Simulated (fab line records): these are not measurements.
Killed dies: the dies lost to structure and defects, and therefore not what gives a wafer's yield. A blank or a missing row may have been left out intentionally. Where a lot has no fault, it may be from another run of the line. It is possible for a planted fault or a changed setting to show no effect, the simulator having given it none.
fab line records	flow berkeleyCmos170
record: lots: 15	wafers: 45	lastDay: 12
route steps=331 shown NVT@112 PLDD@152 SPACER@173 NSD@197
lots that met no fault: from a run of the same line without faults
startH: start of the lot's first displayed wafer, in hours after the record's first day	waitH: time in hours since the lot's previous step	" the same as in the row above	L1.1+2: one row covering several wafers at once	- no value, or no start was given	* or withheld: withheld	< > ~ a bound
route shown NAME@n: a module of which the file shows steps, and the number in the route of the first	usual: mean/standard deviation of fault-free wafers	same: alike in all rows	chamber/n: place in a boat	sites: readings site by site	_std_site: standard deviation across them	_edge_site: the outer-site mean with the inner-site mean subtracted	radiusMm: how far each site lies from the wafer's centre	mask NAME#n: copy n	behind: the tool/chamber that last shaped the wafer	hold: what put the lot on hold/how long, in hours/how the hold closed	device: names the non-switching transistor (n, p or np)	end of line: the same wafers' tests at the end of the route	where a step has no rows: the recipe by itself	killed: at the first sort, the dies lost to defects and structure; wafer yield is something else	map: per-die view of a wafer (x killed, . not killed, _ where there is no die)
set.NAME: setting as actually run; set.NAME@STEP: the setting as run at that earlier step	model.NAME: the simulator's own value behind a step, which no gauge read
route steps across a sampled set of lots; one table per step, one row per wafer
services: from which hour (startH, from the record's first day; less than 0 if before it) a tool's chamber was out of use, for how many hours, and why
== steps ==
step: UCB170_NVT_STRIP_08
recipe: chemistry: O2	powerW: 400	pressureMtorr: 3500	platenTempC: withheld	o2FlowSccm: 400	overashFraction: 0.5
usual: drypumpMotorCurrentA: 5.8/0.33	oesProductAu: 0.734/0.0047	stripTimeToEndpointS: 21.64/0.068
lot.wafer	tool	chamber	startH	waitH	drypumpMotorCurrentA	oesProductAu	rfHoursCounterH	stripTimeToEndpointS
L588.1	plasmaAsher-01	0	120.03	0.1	6.3	0.731	33	21.70
L588.2	"	1	"	"	5.9	0.740	33	21.62
L588.6	"	0	"	"	6.3	0.730	-	21.68
L589.1	plasmaAsher-03	1	120.31	0.1	5.5	0.727	0	21.70
L589.2	"	0	"	"	5.5	0.741	0	21.67
L589.5	"	1	"	"	5.5	0.734	-	21.67
L587.2	plasmaAsher-04	1	120.37	0.1	6.3	0.724	43	21.69
L587.5	"	0	"	"	6.0	0.740	-	21.75
L587.6	"	1	"	"	6.3	0.735	-	21.68
L590.2	plasmaAsher-03	0	120.51	0.1	5.5	0.731	0	21.67
L590.4	"	0	"	"	5.5	0.736	-	21.64
L590.5	"	1	"	"	5.5	0.728	-	21.68
L591.1	plasmaAsher-01	1	120.58	0.1	5.9	0.733	33	21.63
L591.2	"	0	"	"	6.3	0.745	33	21.51
L591.4	"	1	"	"	5.9	0.734	-	21.63
L592.2	plasmaAsher-03	0	136.70	0.1	5.5	0.740	2	21.47
L592.4	"	0	"	"	5.5	0.729	-	21.62
L592.6	"	0	"	"	5.5	0.728	-	21.53
L593.1	plasmaAsher-04	0	141.80	0.1	6.0	0.734	45	21.64
L593.2	"	1	"	"	6.3	0.737	45	21.66
L593.6	"	0	"	"	6.0	0.737	-	21.69
L596.1	plasmaAsher-03	1	152.40	0.1	5.5	0.738	4	21.68
L596.3	"	0	"	"	5.5	0.732	-	21.57
L596.4	"	1	"	"	5.5	0.748	-	21.59
L600.4	plasmaAsher-03	0	170.07	0.1	5.5	0.733	-	21.63
L600.5	"	1	"	"	5.5	0.740	-	21.63
L600.6	"	0	"	"	5.5	0.739	-	21.67
L602.2	plasmaAsher-01	0	180.58	0.1	6.3	0.736	40	21.71
L602.3	"	1	"	"	5.9	0.735	-	21.75
L602.6	"	1	"	"	5.9	0.733	-	21.77
L603.2	plasmaAsher-01	0	191.11	0.1	6.3	0.733	40	21.65
L603.3	"	0	"	"	6.3	0.727	-	21.67
L603.5	"	1	"	"	5.9	0.738	-	21.68
L604.1	plasmaAsher-03	0	199.64	0.1	5.5	0.742	8	21.53
L604.3	"	1	"	"	5.5	0.733	-	21.53
L604.6	"	0	"	"	5.6	0.739	-	21.60
L605.2	plasmaAsher-01	1	200.17	0.1	5.9	0.735	42	21.64
L605.3	"	0	"	"	6.3	0.740	-	21.62
L605.5	"	0	"	"	6.3	0.728	-	21.58
L609.1	plasmaAsher-03	1	219.93	0.1	5.5	0.734	12	21.62
L609.2	"	0	"	"	5.5	0.736	12	21.62
L609.3	"	1	"	"	5.5	0.729	-	21.63
L610.3	plasmaAsher-01	1	235.12	0.1	5.9	0.745	-	21.60
L610.5	"	0	"	"	6.3	0.734	-	21.56
L610.6	"	1	"	"	5.9	0.730	-	21.55
step: UCB170_PLDD_OVL_MEAS_07
usual: PLDD_OVL: -2/5.3
lot.wafer	tool	chamber	startH	waitH	PLDD_OVL[nm]
L588.1	overlay-01	-	137.75	0.1	-8
L588.2	"	-	"	"	2
L588.6	"	-	"	"	6
L591.1	overlay-01	-	138.01	0.1	1
L591.2	"	-	"	"	-3
L591.4	"	-	"	"	3
L587.2	overlay-02	-	138.29	0.1	-5
L587.5	"	-	"	"	-7
L587.6	"	-	"	"	2
L589.1	overlay-01	-	138.48	0.1	4
L589.2	"	-	"	"	0
L589.5	"	-	"	"	3
L590.2	overlay-01	-	138.61	0.1	2
L590.4	"	-	"	"	-2
L590.5	"	-	"	"	9
L592.2	overlay-01	-	150.96	0.1	-6
L592.4	"	-	"	"	-5
L592.6	"	-	"	"	-1
L593.1	overlay-02	-	158.38	0.1	-3
L593.2	"	-	"	"	1
L593.6	"	-	"	"	5
L596.1	overlay-02	-	171.42	0.1	1
L596.3	"	-	"	"	-5
L596.4	"	-	"	"	-6
L600.4	overlay-01	-	186.67	0.1	-1
L600.5	"	-	"	"	-1
L600.6	"	-	"	"	-4
L602.2	overlay-02	-	199.54	0.1	-6
L602.3	"	-	"	"	7
L602.6	"	-	"	"	-6
L603.2	overlay-02	-	205.04	0.1	-2
L603.3	"	-	"	"	-3
L603.5	"	-	"	"	6
L604.1	overlay-02	-	216.51	0.1	-1
L604.3	"	-	"	"	-8
L604.6	"	-	"	"	0
L605.2	overlay-01	-	216.79	0.1	3
L605.3	"	-	"	"	5
L605.5	"	-	"	"	3
L609.1	overlay-02	-	238.88	0.1	1
L609.2	"	-	"	"	6
L609.3	"	-	"	"	8
L610.3	overlay-01	-	251.39	0.1	1
L610.5	"	-	"	"	-11
L610.6	"	-	"	"	-10
step: UCB170_SPACER_ANNEAL_02
recipe: tempC: 900	timeS: 1800	ambient: N2
usual: spikeTcCentreC: 901.7/0.91	spikeTcLoadC: 922.7/2.1	spikeTcSourceC: 923.0/2.3	tubeCenterTempC: 900/0.079	tube_center_temp_C_max: 902.3/0.41
lot.wafer	tool	chamber	startH	waitH	spikeTcCentreC	spikeTcLoadC	spikeTcSourceC	tubeCenterTempC	tube_center_temp_C_max
L587.2	furnace-02	0	141.59	0.5	900.8	919.8	919.9	899.85	901.9
L587.5	"	0	"	"	902.9	919.9	920.8	900.02	902.4
L587.6	"	0	"	"	901.8	921.0	921.9	900.02	902.9
L588.1	furnace-02	0	141.59	1.4	902.6	921.8	920.6	899.97	901.9
L588.2	"	0	"	"	901.7	920.5	922.7	899.94	902.7
L588.6	"	0	"	"	903.4	919.9	922.2	899.88	901.7
L589.1	furnace-02	0	141.59	0.5	901.7	920.9	919.0	899.91	902.0
L589.2	"	0	"	"	900.9	921.2	921.6	900	902.1
L589.5	"	0	"	"	900.1	923.1	921.5	900.06	902.7
L590.2	furnace-02	0	141.59	0.3	904.4	920.9	920.9	900.14	902.1
L590.4	"	0	"	"	900.7	921.0	921.0	900.1	903.3
L590.5	"	0	"	"	901.7	919.4	922.4	899.79	902.1
L591.1	furnace-02	0	141.59	1.1	902.7	919.9	920.9	899.94	901.8
L591.2	"	0	"	"	902.4	919.5	920.2	900.03	902.6
L591.4	"	0	"	"	902.1	919.6	921.2	900.08	901.6
L592.2	furnace-02	0	155.01	1.7	886.4	903.8	905.4	884.95	886.9
L592.4	"	0	"	"	886.4	905.9	905.5	885.13	888.1
L592.6	"	0	"	"	886.9	904.6	906.6	884.91	887.0
L593.1	furnace-02	0	162.11	1.0	886.2	905.4	903.8	885.15	887.4
L593.2	"	0	"	"	887.3	905.1	906.1	884.91	887.4
L593.6	"	0	"	"	887.1	904.8	905.6	885.03	887.6
L596.1	furnace-01	0	183.56	7.3	901.9	926.2	923.6	899.98	902.8
L596.3	"	0	"	"	900.8	924.4	926.5	900.03	902.9
L596.4	"	0	"	"	900.7	924.4	925.8	899.99	902.0
L600.4	furnace-02	0	192.05	2.0	886.0	906.0	905.2	884.97	887.6
L600.5	"	0	"	"	887.1	906.4	905.8	884.94	887.0
L600.6	"	0	"	"	886.8	905.3	904.2	885.02	887.2
L602.2	furnace-01	0	205.57	2.6	901.6	923.7	925.9	900.12	903.0
L602.3	"	0	"	"	902.3	924.9	927.1	900.09	902.3
L602.6	"	0	"	"	901.7	924.5	926.3	900.01	901.9
L603.2	furnace-01	0	209.67	2.0	902.3	923.5	924.6	900.05	902.0
L603.3	"	0	"	"	901.0	924.1	925.6	900	902.3
L603.5	"	0	"	"	900.9	924.6	926.1	899.98	902.4
L604.1	furnace-03	0	223.30	2.8	902.5	922.8	920.4	899.86	901.8
L604.3	"	0	"	"	901.8	922.0	923.5	900.09	902.1
L604.6	"	0	"	"	901.6	922.7	921.3	900.12	903.0
L605.2	furnace-03	0	223.30	2.4	900.8	923.8	921.6	900.12	902.3
L605.3	"	0	"	"	902.2	922.5	921.4	900.09	903.3
L605.5	"	0	"	"	901.6	923.8	922.9	900.04	902.3
L609.1	furnace-01	0	244.71	2.9	899.6	925.4	923.5	900.09	902.2
L609.2	"	0	"	"	901.3	925.1	925.8	899.99	902.3
L609.3	"	0	"	"	901.3	924.2	926.4	899.91	902.1
L610.3	furnace-02	0	256.41	0.9	902.5	919.6	920.1	900.12	902.7
L610.5	"	0	"	"	903.4	922.2	920.8	899.98	901.9
L610.6	"	0	"	"	903.3	921.3	921.4	899.94	902.8
step: UCB170_NSD_TW_MEAS_10
usual: NSD_TW: 4175/33
lot.wafer	tool	chamber	startH	waitH	NSD_TW
L587.2	filmMetro-01	-	147.29	0.1	4220
L587.5	"	-	"	"	4222
L587.6	"	-	"	"	4240
L591.1	filmMetro-04	-	147.40	0.1	4190
L591.2	"	-	"	"	4205
L591.4	"	-	"	"	4171
L588.1	filmMetro-03	-	147.55	0.1	4161
L588.2	"	-	"	"	4168
L588.6	"	-	"	"	4166
L590.2	filmMetro-01	-	147.64	0.1	4231
L590.4	"	-	"	"	4221
L590.5	"	-	"	"	4208
L589.1	filmMetro-03	-	147.88	0.1	4167
L589.2	"	-	"	"	4158
L589.5	"	-	"	"	4151
L592.2	filmMetro-01	-	160.06	0.1	4216
L592.4	"	-	"	"	4251
L592.6	"	-	"	"	4220
L593.1	filmMetro-03	-	167.29	0.1	4161
L593.2	"	-	"	"	4149
L593.6	"	-	"	"	4148
L596.1	filmMetro-01	-	188.49	0.1	4192
L596.3	"	-	"	"	4170
L596.4	"	-	"	"	4208
L600.4	filmMetro-03	-	197.86	0.1	4140
L600.5	"	-	"	"	4144
L600.6	"	-	"	"	4146
L602.2	filmMetro-03	-	210.70	0.1	4131
L602.3	"	-	"	"	4117
L602.6	"	-	"	"	4130
L603.2	filmMetro-03	-	216.94	0.1	4128
L603.3	"	-	"	"	4126
L603.5	"	-	"	"	4137
L605.2	filmMetro-04	-	228.42	0.1	4182
L605.3	"	-	"	"	4205
L605.5	"	-	"	"	4170
L604.1	filmMetro-03	-	228.54	0.1	4133
L604.3	"	-	"	"	4131
L604.6	"	-	"	"	4122
L609.1	filmMetro-03	-	251.36	0.1	4164
L609.2	"	-	"	"	4168
L609.3	"	-	"	"	4162
L610.3	filmMetro-01	-	264.10	0.1	4197
L610.5	"	-	"	"	4181
L610.6	"	-	"	"	4180
step: UCB170_SDANNEAL_RS_MEAS_04
recipe: thkMeasGauge: four-point-probe
usual: PLDD_RS: 1032/3.2
lot.wafer	tool	chamber	startH	waitH	PLDD_RS[ohm/sq]
L591.1	filmMetro-04	-	149.22	0.1	1029
L591.2	"	-	"	"	1029
L591.4	"	-	"	"	1029
L587.2	filmMetro-01	-	149.24	0.1	1034
L587.5	"	-	"	"	1034
L587.6	"	-	"	"	1033
L588.1	filmMetro-03	-	149.40	0.1	1035
L588.2	"	-	"	"	1032
L588.6	"	-	"	"	1036
L590.2	filmMetro-01	-	149.72	0.1	1035
L590.4	"	-	"	"	1037
L590.5	"	-	"	"	1037
L589.1	filmMetro-04	-	150.12	0.1	1034
L589.2	"	-	"	"	1036
L589.5	"	-	"	"	1032
L592.2	filmMetro-01	-	161.57	0.1	1089
L592.4	"	-	"	"	1091
L592.6	"	-	"	"	1091
L593.1	filmMetro-03	-	169.06	0.1	1087
L593.2	"	-	"	"	1088
L593.6	"	-	"	"	1090
L596.1	filmMetro-03	-	190.51	0.1	1030
L596.3	"	-	"	"	1028
L596.4	"	-	"	"	1029
L600.4	filmMetro-03	-	199.60	0.1	1085
L600.5	"	-	"	"	1085
L600.6	"	-	"	"	1085
L602.2	filmMetro-01	-	212.14	0.1	1034
L602.3	"	-	"	"	1031
L602.6	"	-	"	"	1031
L603.2	filmMetro-04	-	218.85	0.1	1033
L603.3	"	-	"	"	1031
L603.5	"	-	"	"	1031
L605.2	filmMetro-03	-	229.94	0.1	1033
L605.3	"	-	"	"	1034
L605.5	"	-	"	"	1035
L604.1	filmMetro-04	-	230.03	0.1	1030
L604.3	"	-	"	"	1034
L604.6	"	-	"	"	1029
L609.1	filmMetro-04	-	253.18	0.1	1034
L609.2	"	-	"	"	1028
L609.3	"	-	"	"	1031
L610.3	filmMetro-03	-	265.56	0.1	1033
L610.5	"	-	"	"	1033
L610.6	"	-	"	"	1032
== services ==
tool	chamber	startH	hours	kind
furnace-03	-	107.23	3.4	pm
plasmaAsher-03	-	108.75	9.0	pm
plasmaAsher-03	0	108.75	9.0	ventCycle
plasmaAsher-03	1	108.75	9.0	ventCycle
plasmaAsher-03	0	117.75	-	clean
plasmaAsher-03	1	117.75	-	clean
plasmaAsher-04	-	125.32	1.8	repair
plasmaAsher-04	-	135.16	2.8	pm
furnace-01	-	145.19	2.8	pm
furnace-01	-	176.20	3.1	pm
furnace-02	-	179.35	4.5	pm
plasmaAsher-04	-	190.74	28.1	pm
plasmaAsher-03	-	191.66	4.7	repair
furnace-02	-	217.10	3.9	pm
furnace-03	-	227.40	3.4	pm
== key ==
firstSign: step: UCB170_SPACER_ANNEAL_02	reading: tubeCenterTempC	direction: down	sigmas: 99+	usual: *	struck: *
effect: step: UCB170_SPACER_ANNEAL_02	reading: tube_center_temp_C_max	direction: down	sigmas: 37	usual: *	struck: *
effect: step: UCB170_SDANNEAL_RS_MEAS_04	reading: PLDD_RS	direction: up	sigmas: 18	usual: 1032	struck: 1088
metAt UCB170_SPACER_ANNEAL_02
struckLots L592,L593,L600
testerLeftOut L592,L593,L600
notActingAt UCB170_NVT_STRIP_08,UCB170_PLDD_OVL_MEAS_07,UCB170_NSD_TW_MEAS_10
onsetBetween 141.59 155.01
fault: kind: processParameterDrift	tool: furnace-02	chamber: -	onsetH: 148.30	steps: UCB170_SPACER_ANNEAL_02	channel: tempC	offset: *	shape: step	endH: 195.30	actsIn: *	stated: *
testerLeftOut: of these lots the tester's yield and bins aren't shown, on N5 and GAA mostly nor the transistor test; their killed dies are dies lost to structure and defects alone, not to doping, threshold or leakage, so they don't give the yield
